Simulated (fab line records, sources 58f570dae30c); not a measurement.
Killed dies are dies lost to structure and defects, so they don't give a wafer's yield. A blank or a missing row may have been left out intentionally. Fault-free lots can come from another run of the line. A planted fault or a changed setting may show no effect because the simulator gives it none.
Split-lot trial + flow berkeleyCmos170 + route with 331 steps; 5 lots, 23 wafers read

== SPLIT DETAILS ==
At UCB170_SILICIDE_SPUTTER_01 (material Ti, target thk 30 nm, time 25 s), the setting powerW was moved away from the recipe's 1500 W on 11 of the 23 wafers read, by -7.9% to +11.1%. This setting was run at the recipe's value on the other wafers.

== FROM SPLIT TO READING: 1 step shown by the file between the two ==
- UCB170_SILICIDE_RS_MEAS_02: measures by four-point-probe

== THE READING ==
SILICIDE_TI_THK, in nm, at UCB170_SILICIDE_THK_MEAS_03 (measures by xrf). A value of 30.0 nm with a standard deviation of 0.3 nm is what fault-free wafers of this fab line usually give.

| wafer  | tool, chamber at the split | powerW as run, W | against the recipe | SILICIDE_TI_THK, nm | against lot-mates on the recipe |
|--------|----------------------------|------------------|--------------------|---------------------|---------------------------------|
| L075.1 | pvdSputter-04, -           | 1500             | recipe             | 30.8                | -                               |
| L075.2 | pvdSputter-04, -           | 1500             | recipe             | 30.3                | -                               |
| L075.3 | pvdSputter-04, -           | 1500             | recipe             | 30.9                | -                               |
| L078.1 | pvdSputter-04, -           | 1382             | -7.9%              | 28.0                | -2.2                            |
| L078.3 | pvdSputter-04, -           | 1382             | -7.9%              | 28.1                | -2.1                            |
| L078.4 | pvdSputter-04, -           | 1500             | recipe             | 30.4                | -                               |
| L078.5 | pvdSputter-04, -           | 1500             | recipe             | 30.1                | -                               |
| L078.6 | pvdSputter-04, -           | 1382             | -7.9%              | 27.8                | -2.4                            |
| L079.1 | pvdSputter-04, -           | 1666             | +11.1%             | 33.7                | +3.6                            |
| L079.2 | pvdSputter-04, -           | 1500             | recipe             | 30.2                | -                               |
| L079.3 | pvdSputter-04, -           | 1666             | +11.1%             | 33.4                | +3.3                            |
| L079.5 | pvdSputter-04, -           | 1500             | recipe             | 30.2                | -                               |
| L079.6 | pvdSputter-04, -           | 1500             | recipe             | 29.9                | -                               |
| L081.1 | pvdSputter-04, -           | 1500             | recipe             | 30.0                | -                               |
| L081.2 | pvdSputter-04, -           | 1500             | recipe             | 30.1                | -                               |
| L081.3 | pvdSputter-04, -           | 1434             | -4.4%              | 28.6                | -1.4                            |
| L081.4 | pvdSputter-04, -           | 1434             | -4.4%              | 28.5                | -1.6                            |
| L081.5 | pvdSputter-04, -           | 1434             | -4.4%              | 28.9                | -1.2                            |
| L085.1 | pvdSputter-04, -           | 1663             | +10.9%             | 33.2                | +3.1                            |
| L085.3 | pvdSputter-04, -           | 1500             | recipe             | 30.1                | -                               |
| L085.4 | pvdSputter-04, -           | 1500             | recipe             | 30.1                | -                               |
| L085.5 | pvdSputter-04, -           | 1663             | +10.9%             | 33.4                | +3.3                            |
| L085.6 | pvdSputter-04, -           | 1663             | +10.9%             | 33.1                | +3.0                            |

THE FIT
A straight line over all 23 wafers: SILICIDE_TI_THK changes by +0.292 nm for each +1% of powerW; r = +0.99; the points scatter about the line by 0.27 nm.
The same after taking each lot's own level away (the mean of its wafers on the recipe; 23 wafers): +0.297 nm for each +1%; r = +1.00; scatter 0.18 nm.
On that fit, the largest move of powerW shifts the reading by 3.3 nm.
Across the lots, their own levels run from 30.05 to 30.67 nm, a range of 2.1 times the standard deviation given above.
The two slopes are in agreement: the lot-to-lot level therefore moves the slope only a little.
Check: +3.23 nm against its lot-mates is what the line predicts for one of the wafers moved furthest among these (+11.1%) when that wafer is left out of the fit. It came out at +3.6 nm against them.

== THESE WAFERS: OTHER SPLITS ==
Other splits were also applied to these wafers ahead of the reading. Each is held against what the fit with the lots' levels taken away leaves over:
| other split on the same wafers     | wafers away from the commonest value | r with SILICIDE_TI_THK (lot level and that fit taken away) |
|------------------------------------|--------------------------------------|------------------------------------------------------------|
| UCB170_ACTIVE_CVD_05 pressureMtorr | 15                                   | -0.22                                                      |
| UCB170_FIELD_OXIDATION_01 oxTimeS  | 18                                   | -0.01                                                      |
| UCB170_PLDD_EXPOSE_03 doseMj       | 12                                   | -0.10                                                      |
| UCB170_NLDD_PEB_04 pebTempC        | 9                                    | +0.34                                                      |
| UCB170_SPACER_CVD_00 timeS         | 8                                    | -0.08                                                      |
| UCB170_PSD_PEB_04 pebTempC         | 8                                    | +0.20                                                      |

== THE WHOLE CHAIN: every reading that the file lists as answering this split, in the file's order ==
| step                        | what it does                             | reading                                                                          | change (the file's fit)               | r (the file's) |
|-----------------------------|------------------------------------------|----------------------------------------------------------------------------------|---------------------------------------|----------------|
| UCB170_SILICIDE_SPUTTER_01  | material Ti, target thk 30 nm, time 25 s | Ti_of_SILICIDE_SPUTTER_01.thkNm (the simulator's own value, which no gauge read) | +0.297 nm for each +1% of the setting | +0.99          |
| UCB170_SILICIDE_RS_MEAS_02  | measures by four-point-probe             | SILICIDE_TI_RS                                                                   | -0.284 for each +1% of the setting    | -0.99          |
| UCB170_SILICIDE_THK_MEAS_03 | measures by xrf                          | SILICIDE_TI_THK                                                                  | +0.3 for each +1% of the setting      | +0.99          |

== THE FILE'S OWN FIT ==
SILICIDE_TI_THK changes by +0.3 nm for each +1% of powerW, r = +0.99.
